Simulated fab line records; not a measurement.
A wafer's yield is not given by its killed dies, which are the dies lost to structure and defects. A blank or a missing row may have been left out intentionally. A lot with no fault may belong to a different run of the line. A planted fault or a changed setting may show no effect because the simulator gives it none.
fab line records + flow berkeley-cmos170
[record]
- lots = 7
- wafers = 21
- last-day = 12
route steps=331 shown M1@239
lots that met no fault: taken from a fault-free run of the same line
start-h: hours from the record's first day to the start of the lot's first wafer shown + wait-h: hours from the lot's prior step to this one + " the same as in the row above + L1.1+2: a row that stands for several wafers + - either no value or no given start + * or withheld: withheld + < > ~ a bound
route shown NAME@n: a module of which the file shows steps, and the number in the route of the first + usual: mean/standard deviation taken from wafers without a fault + same: alike in all rows + chamber/n: place in a boat + sites: each site's reading + _std_site: the values' standard deviation + _edge_site: mean of outer sites minus mean of inner sites + radius-mm: for every site, how far away it sits from the centre of the wafer + mask NAME#n: copy n + behind: the tool/chamber that last shaped the wafer + hold: reason for holding the lot/hours on hold/outcome of the hold + device: the transistor (n, p or np) that didn't switch + end of line: tests run on the same wafers once the route is complete + for a step that has no rows: nothing shown but its recipe + killed: dies that structure and defects cost at the first sort, which is not the same as the wafer's yield + map: per-die view of a wafer (x killed, . not killed, _ where there is no die)
set.NAME: setting as actually run; set.NAME@STEP: the setting as run at that earlier step + model.NAME: the simulator's own value behind a step, which no gauge read
a table for each step, a row for each wafer; lots at some steps of the route
services: the hour from which a tool's chamber was out of use, counted from the record's first day as start-h (under 0 if before that day), plus the number of hours and why
[[steps]]
[step UCB170_M1_RS_MEAS_01]
[recipe]
- thk-meas-gauge = four-point-probe
- reads = Al_of_M1_SPUTTER_00
[usual]
- M1_AL_RS = 0.0484/0.00056
| lot.wafer | tool          | chamber | start-h | wait-h | M1_AL_RS[ohm/sq] |
|-----------|---------------|---------|---------|--------|------------------|
| L804.2    | film-metro-01 | -       | 184.54  | 0.1    | 0.0484           |
| L804.3    | "             | -       | "       | "      | 0.0484           |
| L804.5    | "             | -       | "       | "      | 0.0481           |
| L813.2    | film-metro-02 | -       | 216.06  | 0.1    | 0.0484           |
| L813.4    | "             | -       | "       | "      | 0.0479           |
| L813.5    | "             | -       | "       | "      | 0.0487           |
| L814.1    | film-metro-01 | -       | 223.97  | 0.0    | 0.0489           |
| L814.3    | "             | -       | "       | "      | 0.0493           |
| L814.5    | "             | -       | "       | "      | 0.0495           |
| L817.1    | film-metro-02 | -       | 237.24  | 0.0    | 0.0483           |
| L817.4    | "             | -       | "       | "      | 0.0483           |
| L817.5    | "             | -       | "       | "      | 0.0484           |
| L816.2    | film-metro-04 | -       | 237.26  | 0.1    | 0.0488           |
| L816.3    | "             | -       | "       | "      | 0.0484           |
| L816.4    | "             | -       | "       | "      | 0.0486           |
| L819.2    | film-metro-02 | -       | 245.65  | 0.1    | 0.0475           |
| L819.3    | "             | -       | "       | "      | 0.0480           |
| L819.4    | "             | -       | "       | "      | 0.0480           |
| L824.3    | film-metro-04 | -       | 264.96  | 0.1    | 0.0481           |
| L824.4    | "             | -       | "       | "      | 0.0476           |
| L824.5    | "             | -       | "       | "      | 0.0472           |
[step UCB170_M1_THK_MEAS_02]
[recipe]
- thk-meas-gauge = xrf
- reads = Al_of_M1_SPUTTER_00
[usual]
- M1_AL_THK = 597/7.1
| lot.wafer | tool          | chamber | start-h | wait-h | M1_AL_THK[nm] |
|-----------|---------------|---------|---------|--------|---------------|
| L804.2    | film-metro-01 | -       | 184.65  | 0.1    | 598           |
| L804.3    | "             | -       | "       | "      | 597           |
| L804.5    | "             | -       | "       | "      | 601           |
| L813.2    | film-metro-02 | -       | 216.17  | 0.1    | 591           |
| L813.4    | "             | -       | "       | "      | 595           |
| L813.5    | "             | -       | "       | "      | 592           |
| L814.1    | film-metro-01 | -       | 224.09  | 0.1    | 589           |
| L814.3    | "             | -       | "       | "      | 590           |
| L814.5    | "             | -       | "       | "      | 585           |
| L817.1    | film-metro-02 | -       | 237.36  | 0.1    | 592           |
| L817.4    | "             | -       | "       | "      | 591           |
| L817.5    | "             | -       | "       | "      | 586           |
| L816.2    | film-metro-04 | -       | 237.37  | 0.1    | 590           |
| L816.3    | "             | -       | "       | "      | 597           |
| L816.4    | "             | -       | "       | "      | 595           |
| L819.2    | film-metro-02 | -       | 245.76  | 0.1    | 606           |
| L819.3    | "             | -       | "       | "      | 600           |
| L819.4    | "             | -       | "       | "      | 598           |
| L824.3    | film-metro-04 | -       | 265.06  | 0.1    | 602           |
| L824.4    | "             | -       | "       | "      | 606           |
| L824.5    | "             | -       | "       | "      | 617           |
[step UCB170_M1_COAT_03]
[recipe]
- resist = BARC
- temp-c = withheld
- time-s = withheld
- spin-rpm = 3000
- resist-thk-nm = withheld
[step UCB170_M1_COAT_04]
[recipe]
- resist = KrF
- spin-rpm = 1500
- resist-thk-nm = 900
[step UCB170_M1_SOFTBAKE_05]
[recipe]
- resist = KrF
- temp-c = 130
- time-s = 60
[step UCB170_M1_EXPOSE_06]
[recipe]
- mask-id = METAL1
- target-cd-nm = 700
- na = 0.5
- sigma-outer = 0.6
- source-shape = conventional
- dose-mj = 21
[step UCB170_M1_PEB_07]
[recipe]
- peb-temp-c = 130
- peb-time-s = withheld
- resist = KrF
[step UCB170_M1_DEVELOP_08]
[recipe]
- developer = TMAH
- develop-time-s = 45
- resist = KrF
- dev-temp-c = 21
[step UCB170_M1_CD_MEAS_09]
[recipe]
- target-cd-nm = 700
[usual]
- cd-nm = 700.1/1.3
| lot.wafer | tool      | chamber | start-h | wait-h | cd-nm |
|-----------|-----------|---------|---------|--------|-------|
| L804.2    | cd-sem-02 | -       | 187.37  | -      | 701.8 |
| L804.3    | "         | -       | "       | "      | 700.1 |
| L804.5    | "         | -       | "       | "      | 700.1 |
| L813.2    | cd-sem-01 | -       | 217.55  | -      | 700.3 |
| L813.4    | "         | -       | "       | "      | 699.9 |
| L813.5    | "         | -       | "       | "      | 700.8 |
| L814.1    | cd-sem-01 | -       | 225.81  | -      | 698.9 |
| L814.3    | "         | -       | "       | "      | 698.8 |
| L814.5    | "         | -       | "       | "      | 698.6 |
| L817.1    | cd-sem-02 | -       | 238.39  | -      | 700.2 |
| L817.4    | "         | -       | "       | "      | 700.6 |
| L817.5    | "         | -       | "       | "      | 700.5 |
| L816.2    | cd-sem-01 | -       | 238.65  | -      | 699.6 |
| L816.3    | "         | -       | "       | "      | 700.1 |
| L816.4    | "         | -       | "       | "      | 700.4 |
| L819.2    | cd-sem-02 | -       | 247.36  | -      | 698.6 |
| L819.3    | "         | -       | "       | "      | 697.3 |
| L819.4    | "         | -       | "       | "      | 698.4 |
| L824.3    | cd-sem-02 | -       | 266.10  | -      | 698.7 |
| L824.4    | "         | -       | "       | "      | 699.4 |
| L824.5    | "         | -       | "       | "      | 699.7 |
[step UCB170_M1_OVL_MEAS_10]
[usual]
- M1_OVL = 1/5.3
| lot.wafer | tool       | chamber | start-h | wait-h | M1_OVL[nm] |
|-----------|------------|---------|---------|--------|------------|
| L804.2    | overlay-02 | -       | 187.47  | 0.1    | 8          |
| L804.3    | "          | -       | "       | "      | 0          |
| L804.5    | "          | -       | "       | "      | -3         |
| L813.2    | overlay-02 | -       | 217.66  | 0.1    | -10        |
| L813.4    | "          | -       | "       | "      | 10         |
| L813.5    | "          | -       | "       | "      | -5         |
| L814.1    | overlay-02 | -       | 225.93  | 0.1    | 10         |
| L814.3    | "          | -       | "       | "      | 13         |
| L814.5    | "          | -       | "       | "      | 1          |
| L817.1    | overlay-02 | -       | 238.51  | 0.1    | 2          |
| L817.4    | "          | -       | "       | "      | 4          |
| L817.5    | "          | -       | "       | "      | -1         |
| L816.2    | overlay-01 | -       | 238.76  | 0.1    | -12        |
| L816.3    | "          | -       | "       | "      | 4          |
| L816.4    | "          | -       | "       | "      | -5         |
| L819.2    | overlay-01 | -       | 247.46  | 0.1    | -2         |
| L819.3    | "          | -       | "       | "      | -5         |
| L819.4    | "          | -       | "       | "      | 2          |
| L824.3    | overlay-02 | -       | 266.20  | 0.1    | -3         |
| L824.4    | "          | -       | "       | "      | -9         |
| L824.5    | "          | -       | "       | "      | 0          |
[step UCB170_M1_ETCH_11]
[recipe]
- chemistry = N2/H2
- target-depth-a = withheld
- overetch-a = withheld
- target = BARC
- time-s = withheld
- source-w = 500
- bias-w = 100
- pressure-mtorr = 30
- n2-flow-sccm = 100
- h2-flow-sccm = 200
[usual]
- drypump-motor-current-A = 5.7/0.36
- h2-flow-sccm = 200.0/0.57
- oes-product-au = 0.990/0.023
- throttle-valve-pct = 13.40/0.14
| lot.wafer | tool        | chamber | start-h | wait-h | drypump-motor-current-A | h2-flow-sccm | oes-product-au | throttle-valve-pct |
|-----------|-------------|---------|---------|--------|-------------------------|--------------|----------------|--------------------|
| L804.2    | rie-diel-03 | 0       | 187.50  | 0.0    | 5.8                     | 200.7        | 1.013          | 13.59              |
| L804.3    | "           | 3       | "       | "      | 5.9                     | 200.1        | 1.004          | 13.37              |
| L804.5    | "           | 1       | "       | "      | 5.9                     | 200.1        | 0.992          | 13.41              |
| L813.2    | rie-diel-02 | 0       | 217.69  | 0.0    | 5.5                     | 201.2        | 1.019          | 13.02              |
| L813.4    | "           | 3       | "       | "      | 5.0                     | 199.6        | 1.021          | 13.34              |
| L813.5    | "           | 2       | "       | "      | 6.0                     | 199.2        | 1.000          | 13.38              |
| L814.1    | rie-diel-02 | 3       | 225.97  | 0.0    | 5.0                     | 200.2        | 1.012          | 13.35              |
| L814.3    | "           | 1       | "       | "      | 6.3                     | 200.4        | 0.962          | 13.40              |
| L814.5    | "           | 3       | "       | "      | 4.9                     | 200.2        | 1.010          | 13.32              |
| L817.1    | rie-diel-02 | 0       | 238.54  | 0.0    | 5.5                     | 201.1        | 1.008          | 13.03              |
| L817.4    | "           | 3       | "       | "      | 5.0                     | 200.1        | 1.013          | 13.33              |
| L817.5    | "           | 2       | "       | "      | 6.0                     | 201.8        | 1.008          | 13.39              |
| L816.2    | rie-diel-04 | 2       | 238.79  | 0.0    | 5.9                     | 199.7        | 0.982          | 13.57              |
| L816.3    | "           | 3       | "       | "      | 5.5                     | 199.5        | 0.953          | 13.52              |
| L816.4    | "           | 0       | "       | "      | 5.3                     | 200.0        | 1.010          | 13.47              |
| L819.2    | rie-diel-04 | 2       | 247.49  | 0.0    | 5.9                     | 198.5        | 0.988          | 13.56              |
| L819.3    | "           | 3       | "       | "      | 5.5                     | 199.5        | 0.955          | 13.53              |
| L819.4    | "           | 1       | "       | "      | 5.9                     | 198.8        | 0.970          | 13.30              |
| L824.3    | rie-diel-03 | 1       | 266.22  | 0.0    | 5.9                     | 199.5        | 0.981          | 13.41              |
| L824.4    | "           | 3       | "       | "      | 5.9                     | 200.3        | 1.009          | 13.39              |
| L824.5    | "           | 3       | "       | "      | 5.9                     | 200.3        | 1.006          | 13.36              |
[step UCB170_M1_METAL_ETCH_12]
[recipe]
- chemistry = Cl2/BCl3
- target = Al
- stop-on = PSG
- pressure-mtorr = 12
- target-depth-a = 7800
- over-etch-frac = 0.3
- time-s = 130
- icp-w = 600
- bias-w = 120
- Cl2_flow_sccm = 90
- bcl3-flow-sccm = 45
[usual]
- drypump-motor-current-A = 5.9/0.63
- oes-product-au = 0.853/0.013
- throttle-valve-pct = 24.31/0.14
| lot.wafer | tool         | chamber | start-h | wait-h | drypump-motor-current-A | oes-product-au | rf-hours-counter-h | throttle-valve-pct |
|-----------|--------------|---------|---------|--------|-------------------------|----------------|--------------------|--------------------|
| L804.2    | rie-metal-03 | 0       | 187.55  | -      | 5.5                     | 0.859          | 8                  | 24.13              |
| L804.3    | "            | 0       | "       | "      | 5.4                     | 0.857          | -                  | 24.14              |
| L804.5    | "            | 1       | "       | "      | 5.7                     | 0.867          | -                  | 24.57              |
| L813.2    | rie-metal-03 | 1       | 217.73  | -      | 5.7                     | 0.864          | 8                  | 24.56              |
| L813.4    | "            | 1       | "       | "      | 5.7                     | 0.866          | -                  | 24.57              |
| L813.5    | "            | 0       | "       | "      | 5.5                     | 0.852          | -                  | 24.14              |
| L814.1    | rie-metal-01 | 0       | 226.01  | -      | 6.7                     | 0.828          | 9                  | 24.30              |
| L814.3    | "            | 0       | "       | "      | 6.7                     | 0.831          | -                  | 24.29              |
| L814.5    | "            | 0       | "       | "      | 6.7                     | 0.834          | -                  | 24.31              |
| L817.1    | rie-metal-04 | 0       | 238.59  | -      | 5.6                     | 0.861          | 7                  | 24.41              |
| L817.4    | "            | 0       | "       | "      | 5.6                     | 0.857          | -                  | 24.41              |
| L817.5    | "            | 1       | "       | "      | 5.0                     | 0.858          | -                  | 24.10              |
| L816.2    | rie-metal-03 | 1       | 238.83  | -      | 5.7                     | 0.862          | 9                  | 24.57              |
| L816.3    | "            | 0       | "       | "      | 5.5                     | 0.855          | -                  | 24.14              |
| L816.4    | "            | 1       | "       | "      | 5.7                     | 0.866          | -                  | 24.56              |
| L819.2    | rie-metal-04 | 0       | 247.54  | -      | 5.6                     | 0.866          | 7                  | 24.40              |
| L819.3    | "            | 0       | "       | "      | 5.6                     | 0.861          | -                  | 24.41              |
| L819.4    | "            | 1       | "       | "      | 5.0                     | 0.859          | -                  | 24.09              |
| L824.3    | rie-metal-04 | 0       | 266.31  | -      | 5.6                     | 0.860          | -                  | 24.42              |
| L824.4    | "            | 1       | "       | "      | 5.0                     | 0.866          | -                  | 24.08              |
| L824.5    | "            | 0       | "       | "      | 5.6                     | 0.869          | -                  | 24.41              |
[step UCB170_M1_STRIP_13]
[recipe]
- chemistry = O2
- power-w = 400
- pressure-mtorr = 3500
- platen-temp-c = withheld
- o2-flow-sccm = 400
- overash-fraction = 0.5
[usual]
- drypump-motor-current-A = 5.6/0.38
- oes-product-au = 0.720/0.0043
- overash-fraction = 0.5/0
| lot.wafer | tool            | chamber | start-h | wait-h | drypump-motor-current-A | oes-product-au | overash-fraction | rf-hours-counter-h |
|-----------|-----------------|---------|---------|--------|-------------------------|----------------|------------------|--------------------|
| L804.2    | plasma-asher-03 | 0       | 187.68  | 0.1    | 5.2                     | 0.720          | 0.5              | 40                 |
| L804.3    | "               | 0       | "       | "      | 5.2                     | 0.719          | 0.5              | -                  |
| L804.5    | "               | 0       | "       | "      | 5.2                     | 0.719          | 0.5              | -                  |
| L813.2    | plasma-asher-01 | 0       | 217.86  | 0.1    | 5.6                     | 0.724          | 0.5              | 50                 |
| L813.4    | "               | 1       | "       | "      | 6.2                     | 0.727          | 0.5              | -                  |
| L813.5    | "               | 0       | "       | "      | 5.6                     | 0.727          | 0.5              | -                  |
| L814.1    | plasma-asher-03 | 1       | 226.28  | 0.2    | 5.5                     | 0.715          | 0.5              | 44                 |
| L814.3    | "               | 0       | "       | "      | 5.2                     | 0.638          | 0.8              | -                  |
| L814.5    | "               | 0       | "       | "      | 5.2                     | 0.634          | 0.8              | -                  |
| L817.1    | plasma-asher-03 | 0       | 238.76  | 0.1    | 5.2                     | 0.640          | 0.8              | 46                 |
| L817.4    | "               | 1       | "       | "      | 5.5                     | 0.719          | 0.5              | -                  |
| L817.5    | "               | 0       | "       | "      | 5.2                     | 0.644          | 0.8              | -                  |
| L816.2    | plasma-asher-02 | 0       | 238.96  | 0.1    | 6.1                     | 0.718          | 0.5              | 50                 |
| L816.3    | "               | 1       | "       | "      | 5.3                     | 0.719          | 0.5              | -                  |
| L816.4    | "               | 0       | "       | "      | 6.1                     | 0.720          | 0.5              | -                  |
| L819.2    | plasma-asher-03 | 0       | 247.71  | 0.1    | 5.2                     | 0.635          | 0.8              | 47                 |
| L819.3    | "               | 1       | "       | "      | 5.5                     | 0.719          | 0.5              | -                  |
| L819.4    | "               | 0       | "       | "      | 5.2                     | 0.638          | 0.8              | -                  |
| L824.3    | plasma-asher-01 | 0       | 266.43  | 0.1    | 5.6                     | 0.717          | 0.5              | -                  |
| L824.4    | "               | 1       | "       | "      | 6.2                     | 0.723          | 0.5              | -                  |
| L824.5    | "               | 1       | "       | "      | 6.2                     | 0.713          | 0.5              | -                  |
[step UCB170_M1_CD_MEAS_90]
[recipe]
- target-cd-nm = 700
[usual]
- cd-nm = 700.1/2.4
| lot.wafer | tool      | chamber | start-h | wait-h | cd-nm |
|-----------|-----------|---------|---------|--------|-------|
| L804.2    | cd-sem-01 | -       | 187.80  | 0.1    | 704.2 |
| L804.3    | "         | -       | "       | "      | 703.3 |
| L804.5    | "         | -       | "       | "      | 699.8 |
| L813.2    | cd-sem-01 | -       | 217.98  | 0.1    | 700.1 |
| L813.4    | "         | -       | "       | "      | 699.9 |
| L813.5    | "         | -       | "       | "      | 704.4 |
| L814.1    | cd-sem-01 | -       | 226.38  | 0.1    | 696.7 |
| L814.3    | "         | -       | "       | "      | 695.6 |
| L814.5    | "         | -       | "       | "      | 698.2 |
| L817.1    | cd-sem-02 | -       | 238.86  | 0.1    | 701.1 |
| L817.4    | "         | -       | "       | "      | 704.4 |
| L817.5    | "         | -       | "       | "      | 698.4 |
| L816.2    | cd-sem-02 | -       | 239.08  | 0.1    | 700.0 |
| L816.3    | "         | -       | "       | "      | 699.0 |
| L816.4    | "         | -       | "       | "      | 700.7 |
| L819.2    | cd-sem-01 | -       | 247.83  | 0.1    | 701.4 |
| L819.3    | "         | -       | "       | "      | 698.9 |
| L819.4    | "         | -       | "       | "      | 699.4 |
| L824.3    | cd-sem-01 | -       | 266.54  | 0.1    | 698.6 |
| L824.4    | "         | -       | "       | "      | 700.7 |
| L824.5    | "         | -       | "       | "      | 700.1 |
[[services]]
| tool            | chamber | start-h | hours | kind           |
|-----------------|---------|---------|-------|----------------|
| rie-diel-04     | 0       | 164.42  | 10.6  | repair         |
| rie-diel-02     | -       | 187.76  | 0.3   | repair         |
| rie-diel-02     | 2       | 188.01  | 2.7   | repair         |
| rie-metal-01    | 1       | 196.17  | -     | clean          |
| rie-metal-01    | 1       | 196.17  | 30.3  | scheduled-down |
| rie-metal-01    | 1       | 196.17  | 30.3  | vent-cycle     |
| plasma-asher-02 | -       | 196.50  | 2.8   | pm             |
| rie-diel-02     | 2       | 219.47  | 4.8   | repair         |
| rie-diel-02     | 0       | 225.63  | 8.0   | repair         |
| plasma-asher-01 | -       | 225.93  | 0.7   | repair         |
| rie-diel-03     | 2       | 232.11  | 8.2   | repair         |
| rie-metal-01    | -       | 238.73  | 2.8   | pm             |
| rie-metal-03    | 0       | 249.80  | 3.8   | repair         |
| rie-diel-03     | -       | 257.98  | 1.7   | repair         |
| rie-diel-03     | -       | 263.20  | 0.2   | repair         |
[[key]]
[first-sign]
- step = UCB170_M1_STRIP_13
- reading = overash-fraction
- direction = up
- sigmas = 99+
- usual = 0.5
- struck = 0.8
[effect]
- step = UCB170_M1_STRIP_13
- reading = oes-product-au
- direction = down
- sigmas = 19
- usual = 0.720
- struck = 0.638
met-at UCB170_M1_STRIP_13
struck-wafers L814.3,L814.5,L817.1,L817.5,L819.2,L819.4
sort-left-out L819.2,L819.4
onset-between 187.68 226.28
[fault]
- kind = process-parameter-drift
- tool = plasma-asher-03
- chamber = 0
- onset-h = 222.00
- steps = UCB170_M1_STRIP_13
- channel = overash-fraction
- offset = 0.3
- shape = step
- end-h = 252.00
- acts-in = these-recipes-only
- stated = 0.5
// sort-left-out: the simulated sort isn't trusted on such a fault, so these wafers' sort isn't shown, and their yield isn't known
